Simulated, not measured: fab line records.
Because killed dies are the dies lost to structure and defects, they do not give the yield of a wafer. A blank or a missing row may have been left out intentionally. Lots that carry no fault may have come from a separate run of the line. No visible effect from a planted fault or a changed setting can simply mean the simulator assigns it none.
Struck lot and sound lot, side by side	flow rit-cmos	17 steps out of a route of 202
Sound: the wafers L206.2, L206.4, L206.5. Wafers L213.2, L213.3, L213.6 were the ones struck. The cause comes at the end.
Per side, at each step with rows, come the tool, then ch with its chambers, and then its first start. Under that, the readings that differ: sound wafers	struck wafers	difference of the means	sigmas: that difference in standard deviations of wafers without a fault.
alike: readings with means less than 2 such deviations apart, plus words and numbers identical on both sides. not compared: withheld readings, readings lacking a value on some wafer, bounds such as >300 that could conceal the same value, and numbers that have no deviation in the record and whose values overlap.
A row with sigmas, a row that says differs or no value, or rows on one side alone: a step with any of these is where the two part. When numbers do not overlap yet have no deviation, they are printed without sigmas and do not part them. Lack of a reading on every wafer of one side parts them only where that side has two or more wafers.

RIT_M1_SPUTTER_00: material Al, target thk 400 nm, time 500 s.
  sound on pvd-sputter-02 at day 4 22:50; struck on pvd-sputter-02 at day 6 02:50
reading	sound	struck	difference	sigmas
throttle-valve-pct (%)	29.8 29.2 29.8	30.9 31.8 32.0	+2.0	+2
RIT_M1_RS_MEAS_01: measurement is done with a four-point probe.
  sound on film-metro-01 at day 4 23:08; struck on film-metro-02 at day 6 03:09
  alike: M1_AL_RS
RIT_M1_THK_MEAS_02: measures by xrf.
  sound on film-metro-01 at day 4 23:15; struck on film-metro-02 at day 6 03:16
  alike: M1_AL_THK
then, 6 steps without rows for these wafers: RIT_M1_HMDS_03 (prime time 60 s); RIT_M1_COAT_04 (resist thk 1300 nm); RIT_M1_SOFTBAKE_05 (time 60 s); RIT_M1_EXPOSE_06 (exposes mask M12, target cd 2600 nm); RIT_M1_PEB_07; RIT_M1_DEVELOP_08 (develop time 68 s).
RIT_M1_CD_MEAS_09: the cd target is 2600 nm.
  sound on cd-sem-01 at day 5 00:20; struck on cd-sem-02 at day 6 04:23
  alike: cd-nm
RIT_M1_OVL_MEAS_10:
  sound on overlay-02 at day 5 00:26; struck on overlay-02 at day 6 04:29
reading	sound	struck	difference	sigmas
M1_OVL (nm)	-4.6 -4.1 -3.5	0.7 0.4 -0.9	+4.1	+3
then, 1 step without rows for these wafers: RIT_M1_HARDBAKE_11 (time 120 s).
RIT_M1_METAL_ETCH_12: etches Al in Cl2/BCl3, stops on SiO2, time 165 s, target depth 600 nm.
  sound on rie-metal-01 ch 0,1, day 5 00:43; struck on rie-metal-01 ch 0, day 6 05:04
reading	sound	struck	difference	sigmas
oes-product-au (a.u.)	0.755 0.756 0.750	0.633 0.634 0.635	-0.120	-15
over-etch-frac	0.5 0.5 0.5	1.0656 1.0656 1.0656	+0.5656	
model.NOVOLAK_of_M1_COAT_04.thk-nm (nm)	795.6 805.2 797.5	672.5 669.9 671.9	-128.0	
model.SiO2_of_CONTACT_CVD_00.thk-nm (nm)	358.8 368.7 367.7	345.7 347.3 353.8	-16.1	
model.M1.feature-depth-nm (nm)	423.4 420.5 419.7	430.8 434.5 440.7	+14.1	
  alike: drypump-motor-current-A, throttle-valve-pct
  not compared: rf-hours-counter-h
then, 1 step without rows for these wafers: RIT_M1_STRIP_13 (strips in nmp, time 600 s).
RIT_M1_STRIP_14: strips in O2, time 180 s.
  sound on plasma-asher-04 ch 0,1, day 5 01:03; struck on plasma-asher-01 ch 0,1, day 6 05:25
  alike: drypump-motor-current-A
  not compared: rf-hours-counter-h
RIT_M1_CD_MEAS_90: the cd target is 2600 nm.
  sound on cd-sem-01 at day 5 01:15; struck on cd-sem-02 at day 6 05:37
  alike: cd-nm
  not compared: hold
RIT_M1_PROBE_99:
  sound on prober-01 at day 5 03:01; struck on prober-02 at day 6 08:38
reading	sound	struck	difference	sigmas
model.etest.antenna-m1.vt-shift-v (V)	-0.01161 -0.01319 -0.01295	-0.02251 -0.02951 -0.02044	-0.01157	
  alike: defect-limited-yield, killed-at-contacts, killed-at-front-end, killed-dies, killed-open, killed-short, sort_bin_3_pad_short, sort_bin_5_function, sort_bin_6_memory, sort-n-pass, sort-yield-pct

WHERE THEY PART
First at RIT_M1_SPUTTER_00; last, within this record, at RIT_M1_METAL_ETCH_12. Later steps at which nothing parts them and some readings are alike: RIT_M1_STRIP_14, RIT_M1_CD_MEAS_90, RIT_M1_PROBE_99.

WHY: what the simulator had put in
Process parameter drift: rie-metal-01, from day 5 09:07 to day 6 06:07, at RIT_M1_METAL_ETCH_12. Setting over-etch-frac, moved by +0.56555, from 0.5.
